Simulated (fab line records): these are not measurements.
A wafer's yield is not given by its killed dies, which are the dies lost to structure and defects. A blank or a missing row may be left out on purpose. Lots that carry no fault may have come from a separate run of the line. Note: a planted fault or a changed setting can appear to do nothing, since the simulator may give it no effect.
Which tool did it?    flow rit_cmos    42 wafers from 14 lots sampled at 2 of the route's 202 steps

## WHAT THE GAUGES SHOWED, per wafer
RIT_PLDD_TW_MEAS_10.
lot   measured     on             PLDD_TW
L624  day 2 22:11  film_metro-03  2382 2375 2383
L625  day 3 05:46  film_metro-02  2373 2370 2391
L629  day 4 02:05  film_metro-03  30 30 30
L630  day 4 05:49  film_metro-04  31 31 31
L637  day 5 17:20  film_metro-03  2378 2381 2385
L638  day 5 17:56  film_metro-04  2402 2399 2409
L639  day 6 05:38  film_metro-04  2411 2403 2394
L640  day 6 09:52  film_metro-02  2384 2395 2379
L641  day 6 14:52  film_metro-04  2407 2403 2398
L643  day 6 19:11  film_metro-03  2387 2376 2369
L644  day 7 05:03  film_metro-04  2388 2393 2387
L645  day 7 10:11  film_metro-02  2397 2402 2381
L646  day 7 14:56  film_metro-04  2395 2387 2401
L647  day 7 18:52  film_metro-02  2399 2383 2388

## TOOL THAT RAN EACH LOT (tool first, then ch and the chambers of the sampled wafers, then the start)
lot   RIT_NLDD_STRIP_09
L624  plasma_asher-03 ch 0,1, day 2 20:31
L625  plasma_asher-04 ch 0,1, day 3 04:04
L629  plasma_asher-01 ch 0,1, day 4 00:20
L630  plasma_asher-03 ch 0,1, day 4 04:05
L637  plasma_asher-01 ch 0,1, day 5 15:44
L638  plasma_asher-04 ch 0,1, day 5 16:20
L639  plasma_asher-04 ch 0,1, day 6 03:55
L640  plasma_asher-03 ch 0,1, day 6 08:08
L641  plasma_asher-04 ch 0,1, day 6 13:07
L643  plasma_asher-01 ch 0,1, day 6 17:38
L644  plasma_asher-03 ch 0,1, day 7 03:27
L645  plasma_asher-04 ch 0,1, day 7 08:35
L646  plasma_asher-03 ch 0,1, day 7 13:19
L647  plasma_asher-04 ch 0,1, day 7 17:08
- RIT_NLDD_STRIP_09: strips in O2, time 180 s.

## WHAT THE TOOLS THEMSELVES READ (means of the sampled wafers that have a number; where no wafer has one, the mark that the record gives instead)
RIT_NLDD_STRIP_09.
lot   tool             chamber_pressure_mTorr (mTorr)  drypump_motor_current_A (A)  rf_refl_power_W (W)
L624  plasma_asher-03  3996                            5.4                          7.0
L625  plasma_asher-04  3998                            5.9                          8.3
L629  plasma_asher-01  -                               -                            -
L630  plasma_asher-03  -                               -                            -
L637  plasma_asher-01  3999                            5.6                          7.3
L638  plasma_asher-04  4001                            5.9                          8.3
L639  plasma_asher-04  4003                            5.9                          8.3
L640  plasma_asher-03  4000                            5.9                          5.9
L641  plasma_asher-04  3999                            5.9                          8.4
L643  plasma_asher-01  4001                            6.1                          7.3
L644  plasma_asher-03  3998                            5.9                          5.7
L645  plasma_asher-04  4000                            5.9                          8.4
L646  plasma_asher-03  3999                            5.4                          6.9
L647  plasma_asher-04  4004                            5.9                          8.4

## THE ANSWER, worked out from the rows above alone
Rule: what is usual is taken from the lots themselves. The widest of any qualifying gaps counts: lots, ordered by their means at a reading, are off when they make up no more than a third of the lots, leave a main group of 4 or more, and stand apart from it by 3 or more times the standard deviation of that group's means. A main group is skipped when, at the precision printed for the reading in the tables above, its means are all equal. Also off: a lot with no number at a reading for which 4 or more lots have one. All remaining lots with rows at the step are treated as sound. Order of review: gauges by route order, followed by the tools' own readings, for which a lot's mean as printed above is used. At the first step where some lot is off, the reading lying furthest off is the one used; lots without a number count as furthest.
Off: at RIT_PLDD_TW_MEAS_10 (PLDD_TW), L629, L630. The main group: mean 2390, standard deviation 9.2.
If a tool, at a process step before that reading, ran all the lots that are off and no sound lot after the first of them, it fits. Not tried: the gauges at RIT_PLDD_TW_MEAS_10; whatever is off there is also off at RIT_NLDD_STRIP_09, on other tools, and gauge error can't account for it. No candidate that was tried fits.

## WHAT THE SIMULATOR HAD PUT IN
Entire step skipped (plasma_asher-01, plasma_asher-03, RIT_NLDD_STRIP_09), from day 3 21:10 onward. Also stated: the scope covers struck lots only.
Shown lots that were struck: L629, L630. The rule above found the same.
